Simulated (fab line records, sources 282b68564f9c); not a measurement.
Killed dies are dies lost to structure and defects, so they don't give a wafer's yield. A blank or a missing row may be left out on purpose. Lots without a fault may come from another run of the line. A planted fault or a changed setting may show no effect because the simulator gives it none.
A struck lot beside a sound one | flow rit_cmos | 34 steps out of a route of 202
Sound: wafers L302.1, L302.2, L302.4. Struck: wafers L313.2, L313.3, L313.4. The cause comes at the end.
At each step with rows: each side's tool, then ch and its chambers, then its first start. Under that, the readings that differ: sound wafers | struck wafers | difference of the means | sigmas: that difference in standard deviations of wafers without a fault.
alike: readings whose means differ by less than 2 such deviations, and words and numbers that are the same on both sides. not compared: withheld readings, readings that some wafer has no value for, bounds like >300 that may hide the same value, and numbers for which the record gives no deviation and whose values overlap.
The two part at a step that has a row with sigmas, a row that says differs or no value, or rows on one side only. Numbers that don't overlap but have no deviation are shown without sigmas and don't part them. A reading that every wafer of one side lacks parts them only if that side has two wafers or more.

first, 2 steps without rows for these wafers: RIT_SPACER_CLEAN_02 (cleans in SC2, time 600 s); RIT_SPACER_CVD_03 (deposits Si3N4 from SiH2Cl2/NH3, target thk 250 nm, time 3300 s).
RIT_SPACER_THK_MEAS_04:
  sound on film_metro-01, day 4 06:29; struck on film_metro-04, day 6 11:36
  alike: SPACER_NITRIDE_THK
RIT_SPACER_ETCHBACK_05: etches Si3N4 in SF6/CHF3, stops on SiO2, target depth 250 nm, time 240 s.
  sound on rie_diel-03 ch 1,2,3, day 4 06:33; struck on rie_diel-03 ch 0,2,3, day 6 11:39
  alike: chamber_pressure_mTorr, drypump_motor_current_A, oes_product_au, throttle_valve_pct
  not compared: rf_hours_counter_h
then, 6 steps without rows for these wafers: RIT_NSD_HMDS_00 (prime time 60 s); RIT_NSD_COAT_01 (resist thk 993.2 nm); RIT_NSD_SOFTBAKE_02 (time 60 s); RIT_NSD_EXPOSE_03 (exposes mask M9, target cd 40700 nm); RIT_NSD_PEB_04; RIT_NSD_DEVELOP_05 (develop time 50 s).
RIT_NSD_OVL_MEAS_06:
  sound on overlay-02, day 4 07:41; struck on overlay-01, day 6 12:40
  alike: NSD_OVL
then, 1 step without rows for these wafers: RIT_NSD_HARDBAKE_07 (time 60 s).
RIT_NSD_IMPLANT_08:
  sound on implanter-01 ch 0, day 4 07:58; struck on implanter-01 ch 0, day 6 12:52
  reading       | sound                         | struck                        | difference | sigmas
  dose_ions_cm2 | 9.99e+14 9.998e+14 1.0005e+15 | 9.846e+14 9.878e+14 9.864e+14 | -1.350e+13 | -12
  alike: beam_on_s
RIT_NSD_STRIP_09: strips in O2, time 180 s.
  sound on plasma_asher-03 ch 0,1, day 4 08:07; struck on plasma_asher-04 ch 0,1, day 6 12:59
  reading                     | sound          | struck         | difference | sigmas
  drypump_motor_current_A (A) | 5.77 5.69 5.73 | 5.20 5.55 5.20 | -0.41      | -2
  alike: chamber_pressure_mTorr
  not compared: rf_hours_counter_h
RIT_NSD_TW_MEAS_10:
  sound on film_metro-03, day 4 08:17; struck on film_metro-03, day 6 13:10
  alike: NSD_TW
then, 6 steps without rows for these wafers: RIT_PSD_HMDS_00 (prime time 60 s); RIT_PSD_COAT_01 (resist thk 1000 nm); RIT_PSD_SOFTBAKE_02 (time 59.03 s); RIT_PSD_EXPOSE_03 (exposes mask M10, target cd 40900 nm); RIT_PSD_PEB_04; RIT_PSD_DEVELOP_05 (develop time 50 s).
RIT_PSD_OVL_MEAS_06:
  sound on overlay-01, day 4 09:12; struck on overlay-02, day 6 14:05
  reading      | sound         | struck      | difference | sigmas
  PSD_OVL (nm) | -1.0 1.8 -0.9 | 3.1 3.1 3.2 | +3.2       | +2
then, 2 steps without rows for these wafers: RIT_PSD_HARDBAKE_07 (time 60 s); RIT_PSD_IMPLANT_08.
RIT_PSD_STRIP_09: strips in O2, time 180 s.
  sound on plasma_asher-01 ch 0,1, day 4 09:32; struck on plasma_asher-04 ch 0,1, day 6 14:25
  alike: chamber_pressure_mTorr, drypump_motor_current_A
  not compared: rf_hours_counter_h
RIT_PSD_TW_MEAS_10:
  sound on film_metro-02, day 4 09:43; struck on film_metro-03, day 6 14:35
  alike: PSD_TW
then, 3 steps without rows for these wafers: RIT_SDANNEAL_CLEAN_00 (cleans in SC1, time 600 s); RIT_SDANNEAL_CLEAN_01 (cleans in dHF, time 30 s); RIT_SDANNEAL_CLEAN_02 (cleans in SC2, time 600 s).
RIT_SDANNEAL_RTA_03: time 5 s.
  sound on rtp_anneal-02 ch 0, day 4 10:08; struck on rtp_anneal-02 ch 0, day 6 15:01
  alike: ramp_down_c_per_s, wafer_temp_C_max
RIT_SDANNEAL_RS_MEAS_04: measures by four-point-probe.
  sound on film_metro-03, day 4 10:12; struck on film_metro-02, day 6 15:07
  alike: PSD_RS
RIT_SDANNEAL_RS_MEAS_05: measures by four-point-probe.
  sound on film_metro-03, day 4 10:19; struck on film_metro-02, day 6 15:14
  reading         | sound             | struck            | difference | sigmas
  NSD_RS (ohm/sq) | 84.58 84.46 84.64 | 85.91 85.84 85.59 | +1.22      | +4
RIT_SDANNEAL_RS_MEAS_06: measures by four-point-probe.
  sound on film_metro-03, day 4 10:26; struck on film_metro-02, day 6 15:22
  alike: PLDD_RS
RIT_M1_PROBE_99:
  sound on prober-01, day 4 17:26; struck on prober-02, day 6 22:41
  alike: killed_at_front_end, killed_dies, killed_open, killed_short

WHERE THEY PART
First at RIT_NSD_IMPLANT_08; last, within this record, at RIT_SDANNEAL_RS_MEAS_05. Later steps at which nothing parts them and some readings are alike: RIT_SDANNEAL_RS_MEAS_06, RIT_M1_PROBE_99.

WHY: what the simulator had put in
Process parameter drift: implanter-01, from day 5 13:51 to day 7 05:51, at RIT_NSD_IMPLANT_08. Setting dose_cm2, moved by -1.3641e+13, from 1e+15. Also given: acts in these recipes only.
